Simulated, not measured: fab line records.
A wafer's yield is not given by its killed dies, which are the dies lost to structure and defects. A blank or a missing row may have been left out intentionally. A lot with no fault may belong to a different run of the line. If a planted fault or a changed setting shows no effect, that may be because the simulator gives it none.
fab line records + flow berkeleyCmos170
[record]
- lots = 15
- wafers = 45
- lastDay = 12
route steps=331 shown NWELL@23 PWELL@40 NVT@110
lots with no fault: from the same line, run without faults
startH: hours from the record's first day to the start of the lot's first wafer shown + waitH: hours elapsed since this lot's preceding step + " the same as in the row above + L1.1+2: several wafers, shown together as one row + - no value, or no start was given + * or withheld: withheld + < > ~ a bound
route shown NAME@n: names a module that has steps shown in the file, with the first one's number in the route + usual: mean/standard deviation of fault-free wafers + same: alike in all rows + chamber/n: place in a boat + sites: each site's reading + _std_site: the values' standard deviation + _edge_site: mean of outer sites minus mean of inner sites + radiusMm: how far each site lies from the wafer's centre + mask NAME#n: copy n + behind: the tool/chamber that last shaped the wafer + hold: reason for holding the lot/hours on hold/outcome of the hold + device: which transistor (n, p or np) failed to switch + end of line: the same wafers' tests at the end of the route + for a step that has no rows: nothing shown but its recipe + killed: the dies lost at the first sort to structure and to defects; this is not the yield of the wafer + map: shows each die of a wafer: x if killed, . if not, _ if none is there
set.NAME: the run value of the setting; set.NAME@STEP: its run value at that earlier step + model.NAME: the simulator's own value behind a step, which no gauge read
one table for each step of the route and one row for each wafer, over a sample of lots
services: a tool's chamber out of use, with start hour (startH, from the record's first day; less than 0 if before it), hours out, and reason
[[steps]]
[step UCB170_NWELL_EXPOSE_09]
[recipe]
- maskId = NWELL
- targetCdNm = 3000
- na = 0.5
- sigmaOuter = 0.6
- sourceShape = conventional
- doseMj = 25
[usual]
- exposureDoseMJCm2 = 25.002/0.025
- focusOffsetNm = 0.1/0.52
- na = 0.5/0
| lot.wafer | tool          | chamber | startH | waitH | mask    | exposureDoseMJCm2 | focusOffsetNm | na  |
|-----------|---------------|---------|--------|-------|---------|-------------------|---------------|-----|
| L750.2    | krfScanner-01 | 0       | 37.83  | 0.2   | NWELL#0 | 25.036            | -0.2          | 0.5 |
| L750.5    | "             | 0       | "      | "     | NWELL#0 | 24.999            | -0.1          | 0.5 |
| L750.6    | "             | 0       | "      | "     | NWELL#0 | 25.005            | 0.2           | 0.5 |
| L751.1    | krfScanner-01 | 0       | 42.06  | 0.1   | NWELL#0 | 24.996            | 0.8           | 0.5 |
| L751.2    | "             | 0       | "      | "     | NWELL#0 | 25.005            | 0.6           | 0.5 |
| L751.3    | "             | 0       | "      | "     | NWELL#0 | 24.997            | 0.2           | 0.5 |
| L753.2    | krfScanner-01 | 0       | 47.25  | 0.5   | NWELL#0 | 24.996            | -0.2          | 0.5 |
| L753.3    | "             | 0       | "      | "     | NWELL#0 | 25.024            | -0.3          | 0.5 |
| L753.5    | "             | 0       | "      | "     | NWELL#0 | 25.044            | 0.0           | 0.5 |
| L754.1    | krfScanner-01 | 0       | 54.21  | 0.1   | NWELL#0 | 25.008            | 0.2           | 0.5 |
| L754.2    | "             | 0       | "      | "     | NWELL#0 | 25.001            | -0.3          | 0.5 |
| L754.4    | "             | 0       | "      | "     | NWELL#0 | 25.029            | 0.2           | 0.5 |
| L755.1    | krfScanner-01 | 0       | 62.97  | 0.4   | NWELL#0 | 24.992            | 0.7           | 0.5 |
| L755.3    | "             | 0       | "      | "     | NWELL#0 | 24.949            | 0.7           | 0.5 |
| L755.4    | "             | 0       | "      | "     | NWELL#0 | 24.975            | 0.3           | 0.5 |
| L758.3    | krfScanner-02 | -       | 69.07  | 0.2   | NWELL#0 | -                 | -             | -   |
| L758.5    | "             | -       | "      | "     | NWELL#0 | -                 | -             | -   |
| L758.6    | "             | -       | "      | "     | NWELL#0 | -                 | -             | -   |
| L757.1    | krfScanner-01 | -       | 69.27  | 0.5   | NWELL#0 | -                 | -             | -   |
| L757.5    | "             | -       | "      | "     | NWELL#0 | -                 | -             | -   |
| L757.6    | "             | -       | "      | "     | NWELL#0 | -                 | -             | -   |
| L759.3    | krfScanner-01 | -       | 80.03  | 0.2   | NWELL#0 | -                 | -             | -   |
| L759.4    | "             | -       | "      | "     | NWELL#0 | -                 | -             | -   |
| L759.5    | "             | -       | "      | "     | NWELL#0 | -                 | -             | -   |
| L760.2    | krfScanner-01 | 0       | 85.12  | 0.1   | NWELL#0 | 25.008            | 0.5           | 0.5 |
| L760.3    | "             | 0       | "      | "     | NWELL#0 | 25.002            | 0.0           | 0.5 |
| L760.5    | "             | 0       | "      | "     | NWELL#0 | 25.010            | 0.3           | 0.5 |
| L765.1    | krfScanner-01 | 0       | 104.15 | 0.1   | NWELL#0 | 24.999            | 0.7           | 0.5 |
| L765.4    | "             | 0       | "      | "     | NWELL#0 | 25.049            | 0.8           | 0.5 |
| L765.5    | "             | 0       | "      | "     | NWELL#0 | 24.988            | -0.3          | 0.5 |
| L764.1    | krfScanner-01 | 0       | 104.42 | 0.1   | NWELL#0 | 24.968            | 0.4           | 0.5 |
| L764.2    | "             | 0       | "      | "     | NWELL#0 | 25.014            | -0.2          | 0.5 |
| L764.3    | "             | 0       | "      | "     | NWELL#0 | 24.976            | -0.3          | 0.5 |
| L766.2    | krfScanner-02 | 0       | 108.23 | 0.1   | NWELL#0 | 25.001            | 0.3           | 0.5 |
| L766.5    | "             | 0       | "      | "     | NWELL#0 | 24.977            | 0.3           | 0.5 |
| L766.6    | "             | 0       | "      | "     | NWELL#0 | 24.981            | 0.3           | 0.5 |
| L767.3    | krfScanner-01 | 0       | 116.45 | 0.1   | NWELL#0 | 25.029            | 0.4           | 0.5 |
| L767.4    | "             | 0       | "      | "     | NWELL#0 | 25.012            | 0.1           | 0.5 |
| L767.6    | "             | 0       | "      | "     | NWELL#0 | 25.009            | -0.6          | 0.5 |
| L769.1    | krfScanner-02 | 0       | 123.68 | 0.1   | NWELL#0 | 24.961            | 0.4           | 0.5 |
| L769.2    | "             | 0       | "      | "     | NWELL#0 | 24.936            | 0.6           | 0.5 |
| L769.4    | "             | 0       | "      | "     | NWELL#0 | 24.947            | 0.8           | 0.5 |
| L770.1    | krfScanner-01 | 0       | 128.22 | 0.2   | NWELL#0 | 24.987            | 0.8           | 0.5 |
| L770.3    | "             | 0       | "      | "     | NWELL#0 | 24.984            | -0.1          | 0.5 |
| L770.5    | "             | 0       | "      | "     | NWELL#0 | 25.032            | 0.2           | 0.5 |
[step UCB170_PWELL_THK_MEAS_06]
[recipe]
- reads = Si3N4_of_PWELL_CVD_05
[usual]
- PWELL_NITRIDE_THK = 220.4/2.5
| lot.wafer | tool         | chamber | startH | waitH | PWELL_NITRIDE_THK[nm] |
|-----------|--------------|---------|--------|-------|-----------------------|
| L751.1    | filmMetro-03 | -       | 60.28  | 0.0   | 224.9                 |
| L751.2    | "            | -       | "      | "     | 223.9                 |
| L751.3    | "            | -       | "      | "     | 223.8                 |
| L750.2    | filmMetro-01 | -       | 60.29  | 0.0   | 217.2                 |
| L750.5    | "            | -       | "      | "     | 218.4                 |
| L750.6    | "            | -       | "      | "     | 220.6                 |
| L753.2    | filmMetro-04 | -       | 64.25  | 0.0   | 218.6                 |
| L753.3    | "            | -       | "      | "     | 219.1                 |
| L753.5    | "            | -       | "      | "     | 220.8                 |
| L754.1    | filmMetro-01 | -       | 71.24  | 0.0   | 221.3                 |
| L754.2    | "            | -       | "      | "     | 221.4                 |
| L754.4    | "            | -       | "      | "     | 221.0                 |
| L755.1    | filmMetro-04 | -       | 88.57  | 0.1   | 220.5                 |
| L755.3    | "            | -       | "      | "     | 220.5                 |
| L755.4    | "            | -       | "      | "     | 219.4                 |
| L760.2    | filmMetro-04 | -       | 98.02  | 0.0   | 220.3                 |
| L760.3    | "            | -       | "      | "     | 221.9                 |
| L760.5    | "            | -       | "      | "     | 221.2                 |
| L764.1    | filmMetro-04 | -       | 121.75 | 0.1   | 220.4                 |
| L764.2    | "            | -       | "      | "     | 222.0                 |
| L764.3    | "            | -       | "      | "     | 219.1                 |
| L765.1    | filmMetro-04 | -       | 121.81 | 0.1   | 222.0                 |
| L765.4    | "            | -       | "      | "     | 222.5                 |
| L765.5    | "            | -       | "      | "     | 222.2                 |
| L766.2    | filmMetro-04 | -       | 123.61 | 0.0   | 216.8                 |
| L766.5    | "            | -       | "      | "     | 221.2                 |
| L766.6    | "            | -       | "      | "     | 220.8                 |
| L767.3    | filmMetro-04 | -       | 129.82 | 0.0   | 226.8                 |
| L767.4    | "            | -       | "      | "     | 227.1                 |
| L767.6    | "            | -       | "      | "     | 227.3                 |
| L769.1    | filmMetro-04 | -       | 145.50 | 0.1   | 217.3                 |
| L769.2    | "            | -       | "      | "     | 217.0                 |
| L769.4    | "            | -       | "      | "     | 216.4                 |
| L770.1    | filmMetro-04 | -       | 150.72 | 0.1   | 218.2                 |
| L770.3    | "            | -       | "      | "     | 217.3                 |
| L770.5    | "            | -       | "      | "     | 217.8                 |
[step UCB170_PWELL_OVL_MEAS_13]
[usual]
- PWELL_OVL = -3/6.4
| lot.wafer | tool       | chamber | startH | waitH | PWELL_OVL[nm] |
|-----------|------------|---------|--------|-------|---------------|
| L750.2    | overlay-01 | -       | 61.97  | -     | 1             |
| L750.5    | "          | -       | "      | "     | -6            |
| L750.6    | "          | -       | "      | "     | -10           |
| L751.1    | overlay-01 | -       | 62.16  | -     | 4             |
| L751.2    | "          | -       | "      | "     | 1             |
| L751.3    | "          | -       | "      | "     | 3             |
| L753.2    | overlay-01 | -       | 65.52  | -     | -2            |
| L753.3    | "          | -       | "      | "     | -3            |
| L753.5    | "          | -       | "      | "     | -6            |
| L754.1    | overlay-01 | -       | 72.27  | -     | -6            |
| L754.2    | "          | -       | "      | "     | -3            |
| L754.4    | "          | -       | "      | "     | -11           |
| L755.1    | overlay-02 | -       | 90.64  | -     | 1             |
| L755.3    | "          | -       | "      | "     | 3             |
| L755.4    | "          | -       | "      | "     | -4            |
| L760.2    | overlay-02 | -       | 99.38  | -     | -3            |
| L760.3    | "          | -       | "      | "     | -14           |
| L760.5    | "          | -       | "      | "     | -9            |
| L764.1    | overlay-02 | -       | 123.54 | -     | -7            |
| L764.2    | "          | -       | "      | "     | -1            |
| L764.3    | "          | -       | "      | "     | -8            |
| L765.1    | overlay-01 | -       | 123.95 | -     | -10           |
| L765.4    | "          | -       | "      | "     | -10           |
| L765.5    | "          | -       | "      | "     | -11           |
| L766.2    | overlay-02 | -       | 125.47 | -     | 2             |
| L766.5    | "          | -       | "      | "     | -11           |
| L766.6    | "          | -       | "      | "     | -5            |
| L767.3    | overlay-01 | -       | 130.76 | -     | -7            |
| L767.4    | "          | -       | "      | "     | -7            |
| L767.6    | "          | -       | "      | "     | -4            |
| L769.1    | overlay-01 | -       | 146.87 | -     | -5            |
| L769.2    | "          | -       | "      | "     | 5             |
| L769.4    | "          | -       | "      | "     | 4             |
| L770.1    | overlay-02 | -       | 152.50 | -     | -3            |
| L770.3    | "          | -       | "      | "     | 2             |
| L770.5    | "          | -       | "      | "     | 2             |
[step UCB170_NVT_OVL_MEAS_06]
[usual]
- NVT_OVL = 1/5.8
| lot.wafer | tool       | chamber | startH | waitH | NVT_OVL[nm] |
|-----------|------------|---------|--------|-------|-------------|
| L753.2    | overlay-01 | -       | 125.79 | -     | -2          |
| L753.3    | "          | -       | "      | "     | 2           |
| L753.5    | "          | -       | "      | "     | 8           |
| L750.2    | overlay-01 | -       | 126.34 | -     | 1           |
| L750.5    | "          | -       | "      | "     | 2           |
| L750.6    | "          | -       | "      | "     | 1           |
| L751.1    | overlay-02 | -       | 126.40 | -     | -4          |
| L751.2    | "          | -       | "      | "     | -1          |
| L751.3    | "          | -       | "      | "     | -1          |
| L754.1    | overlay-01 | -       | 141.64 | -     | -7          |
| L754.2    | "          | -       | "      | "     | -5          |
| L754.4    | "          | -       | "      | "     | -9          |
| L755.1    | overlay-02 | -       | 149.21 | -     | -1          |
| L755.3    | "          | -       | "      | "     | 5           |
| L755.4    | "          | -       | "      | "     | 2           |
| L760.2    | overlay-01 | -       | 160.56 | -     | -2          |
| L760.3    | "          | -       | "      | "     | 11          |
| L760.5    | "          | -       | "      | "     | 8           |
| L766.2    | overlay-01 | -       | 185.84 | -     | -8          |
| L766.5    | "          | -       | "      | "     | -1          |
| L766.6    | "          | -       | "      | "     | -13         |
| L765.1    | overlay-01 | -       | 186.34 | -     | -8          |
| L765.4    | "          | -       | "      | "     | -3          |
| L765.5    | "          | -       | "      | "     | -1          |
| L764.1    | overlay-02 | -       | 186.56 | -     | 4           |
| L764.2    | "          | -       | "      | "     | 3           |
| L764.3    | "          | -       | "      | "     | 6           |
| L767.3    | overlay-02 | -       | 186.63 | -     | 2           |
| L767.4    | "          | -       | "      | "     | -1          |
| L767.6    | "          | -       | "      | "     | -2          |
| L769.1    | overlay-02 | -       | 215.94 | -     | 1           |
| L769.2    | "          | -       | "      | "     | 4           |
| L769.4    | "          | -       | "      | "     | 1           |
| L770.1    | overlay-02 | -       | 216.30 | -     | 6           |
| L770.3    | "          | -       | "      | "     | 3           |
| L770.5    | "          | -       | "      | "     | 2           |
[[services]]
| tool          | chamber | startH | hours | kind   |
|---------------|---------|--------|-------|--------|
| krfScanner-02 | -       | 16.06  | 0.6   | repair |
| krfScanner-02 | -       | 43.47  | 0.8   | repair |
| krfScanner-01 | -       | 56.79  | 1.0   | pm     |
| krfScanner-02 | -       | 86.92  | 1.0   | pm     |
| krfScanner-01 | -       | 93.48  | 0.7   | repair |
| krfScanner-01 | -       | 105.48 | 4.4   | pm     |
| krfScanner-01 | -       | 112.50 | 0.8   | pm     |
| krfScanner-01 | -       | 123.70 | 1.3   | pm     |
| krfScanner-02 | -       | 125.07 | 0.8   | pm     |
[[key]]
[firstSign]
- step = UCB170_NWELL_EXPOSE_09
- reading = toolRecord
- direction = missing
effect none on later readings
metAt UCB170_NWELL_EXPOSE_09
struckLots L757,L758,L759
laterRowsLeftOut L757.1,L757.5,L757.6,L758.3,L758.5,L758.6,L759.3,L759.4,L759.5
sortLeftOut L757.1,L757.5,L757.6,L758.3,L758.5,L758.6,L759.3,L759.4,L759.5
testerLeftOut L757,L758,L759
notActingAt UCB170_PWELL_THK_MEAS_06,UCB170_PWELL_OVL_MEAS_13,UCB170_NVT_OVL_MEAS_06
onsetBetween 62.97 69.07
[fault]
- kind = skippedStepWhole
- tool = krfScanner-01,krfScanner-02
- chamber = -
- onsetH = 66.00
- steps = UCB170_NWELL_EXPOSE_09
- scope = struckLotsOnly
// testerLeftOut: of these lots the tester's yield and bins aren't shown, on N5 and GAA mostly nor the transistor test; their killed dies are dies lost to structure and defects alone, not to doping, threshold or leakage, so they don't give the yield
// sortLeftOut: the simulated sort isn't trusted on such a fault, so these wafers' sort isn't shown, and their yield isn't known
// laterRowsLeftOut: the simulator's readings of these wafers behind a module that went badly wrong aren't trusted and aren't shown, but for the sort
